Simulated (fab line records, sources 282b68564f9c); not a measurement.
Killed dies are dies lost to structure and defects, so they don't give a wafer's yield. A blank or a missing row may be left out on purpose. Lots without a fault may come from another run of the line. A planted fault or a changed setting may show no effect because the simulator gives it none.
Which tool did it? | flow rit_cmos | 14 lots, 42 wafers sampled, at 3 steps of a route of 202

WHAT THE GAUGES READ, wafer by wafer
RIT_ACTIVE_THK_MEAS_04. Usual: ACTIVE_NITRIDE_THK 149.7 nm, standard deviation 1.4.
lot  | measured    | on            | ACTIVE_NITRIDE_THK (nm) | flag
L142 | day 1 20:47 | film_metro-01 | 147.0 146.3 147.0       |
L143 | day 1 23:32 | film_metro-02 | 149.1 149.9 148.5       |
L144 | day 2 04:32 | film_metro-04 | 149.7 149.5 149.8       |
L145 | day 2 09:32 | film_metro-01 | 148.0 149.4 149.3       |
L147 | day 2 19:32 | film_metro-01 | 149.7 149.0 151.2       |
L148 | day 3 00:32 | film_metro-04 | 147.7 147.4 146.8       |
L149 | day 3 06:02 | film_metro-04 | 148.6 148.1 148.0       |
L150 | day 3 11:00 | film_metro-04 | 151.5 150.3 152.2       |
L151 | day 3 15:56 | film_metro-02 | 149.6 147.7 147.9       |
L154 | day 4 06:32 | film_metro-04 | 148.8 147.9 148.2       |
L155 | day 4 11:32 | film_metro-01 | 189.4 180.5 172.1       | OFF
L157 | day 4 21:32 | film_metro-01 | 180.5 172.5 160.6       | OFF
L160 | day 5 12:32 | film_metro-02 | 149.7 149.4 150.5       |
L164 | day 6 09:19 | film_metro-04 | 149.0 150.2 149.6       |

RIT_ACTIVE_CD_MEAS_11: target cd 1400 nm. Usual: cd_nm 1399.8 nm, standard deviation 2.6.
lot  | measured    | on        | cd_nm (nm)           | flag
L142 | day 1 21:49 | cd_sem-02 | 1396.8 1397.6 1398.6 |
L143 | day 2 00:26 | cd_sem-02 | 1400.6 1402.7 1402.2 |
L144 | day 2 05:34 | cd_sem-02 | 1399.7 1400.0 1402.0 |
L145 | day 2 10:34 | cd_sem-02 | 1404.0 1402.1 1401.0 |
L147 | day 2 20:34 | cd_sem-02 | 1396.8 1396.8 1398.0 |
L148 | day 3 01:36 | cd_sem-02 | 1396.1 1393.6 1394.6 |
L149 | day 3 07:05 | cd_sem-02 | 1399.5 1400.6 1400.9 |
L150 | day 3 11:55 | cd_sem-02 | 1396.1 1398.0 1397.3 |
L151 | day 3 16:51 | cd_sem-02 | 1398.5 1398.4 1399.9 |
L154 | day 4 07:35 | cd_sem-02 | 1398.9 1399.6 1398.0 |
L155 | day 4 12:26 | cd_sem-02 | 1399.8 1400.6 1401.0 |
L157 | day 4 22:34 | cd_sem-01 | 1399.3 1397.7 1397.6 |
L160 | day 5 13:28 | cd_sem-01 | 1404.0 1403.7 1403.0 |
L164 | day 6 10:20 | cd_sem-01 | 1397.1 1398.6 1398.3 |

WHICH TOOL RAN EACH LOT (tool, then ch and the chambers of the sampled wafers, then the start)
lot  | RIT_ACTIVE_CVD_03
L142 | lpcvd-02 ch 1, day 1 19:22
L143 | lpcvd-01 ch 1, day 1 22:07
L144 | lpcvd-01 ch 1, day 2 03:07
L145 | lpcvd-01 ch 0, day 2 08:07
L147 | lpcvd-02 ch 1, day 2 18:07
L148 | lpcvd-02 ch 0, day 2 23:07
L149 | lpcvd-01 ch 1, day 3 04:38
L150 | lpcvd-01 ch 1, day 3 09:35
L151 | lpcvd-01 ch 0, day 3 14:32
L154 | lpcvd-02 ch 1, day 4 05:07
L155 | lpcvd-01 ch 1, day 4 10:07
L157 | lpcvd-01 ch 0, day 4 20:07
L160 | lpcvd-02 ch 1, day 5 11:07
L164 | lpcvd-02 ch 0, day 6 07:12
- RIT_ACTIVE_CVD_03: deposits Si3N4 from SiH2Cl2/NH3, target thk 150 nm, time 1500 s.

WHAT THE TOOLS THEMSELVES READ (means of the sampled wafers that have a number; where no wafer has one, the mark that the record gives instead)
RIT_ACTIVE_CVD_03. Usual: nh3_flow_sccm 150.0 sccm, standard deviation 0.48; spike_tc_centre_C 813.1 C, standard deviation 0.99; spike_tc_load_C 834.2 C, standard deviation 1.7.
lot  | tool     | nh3_flow_sccm (sccm) | spike_tc_centre_C (C) | spike_tc_load_C (C) | flag
L142 | lpcvd-02 | 150.3                | 813.3                 | 836.3               |
L143 | lpcvd-01 | 149.4                | 812.7                 | 833.7               |
L144 | lpcvd-01 | 150.1                | 812.8                 | 834.0               |
L145 | lpcvd-01 | 149.8                | 812.7                 | 836.0               |
L147 | lpcvd-02 | 150.3                | 813.4                 | 835.5               |
L148 | lpcvd-02 | 149.8                | 812.8                 | 831.7               |
L149 | lpcvd-01 | 149.5                | 813.1                 | 832.6               |
L150 | lpcvd-01 | 150.8                | 812.0                 | 834.0               |
L151 | lpcvd-01 | 149.9                | 813.4                 | 835.0               |
L154 | lpcvd-02 | 150.1                | 813.0                 | 835.7               |
L155 | lpcvd-01 | 150.0                | 840.7                 | 833.4               | OFF
L157 | lpcvd-01 | 149.7                | 841.4                 | 834.7               | OFF
L160 | lpcvd-02 | 150.1                | 812.7                 | 835.3               |
L164 | lpcvd-02 | 149.5                | 812.7                 | 832.3               |

THE ANSWER, worked out from the rows above alone
Rule: a lot is off if the mean of its wafers that have a number lies more than 3 standard deviations from the usual mean. A lot without any number at a reading at which 4 lots or more have one is off too. The other lots that the step has rows for count as sound. The gauges are gone through in route order, then the tools' own readings, and for those a lot's mean is taken as printed above. The first step at which some lot is off is used, and at that step the reading that is off furthest; a lot without a number counts as furthest.
Off: L155, L157, at RIT_ACTIVE_THK_MEAS_04 (ACTIVE_NITRIDE_THK).
A tool fits if, at a process step before that reading, it ran every lot that is off, and no sound lot after the first of them. The gauges at RIT_ACTIVE_THK_MEAS_04 aren't tried: what is off there is off at RIT_ACTIVE_CVD_03 too, on other tools, and a gauge's error can't cause that. One fits: lpcvd-01 at RIT_ACTIVE_CVD_03. Its last sound lot is L151 (day 3 14:32), its first lot that is off L155 (day 4 10:07): a fault that began between those two fits.
The tool's own readings at RIT_ACTIVE_CVD_03 bear it out: on the lots that are off they differ by more than 5 times the standard deviation of the sound lots' means. spike_tc_centre_C reads 841.0 C there against 812.9 C on the sound lots.

WHAT THE SIMULATOR HAD PUT IN
Process parameter drift: lpcvd-01, from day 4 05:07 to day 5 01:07, at RIT_ACTIVE_CVD_03. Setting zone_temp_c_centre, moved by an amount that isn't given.
Lots struck among those shown: L155, L157. The rule above found the same.
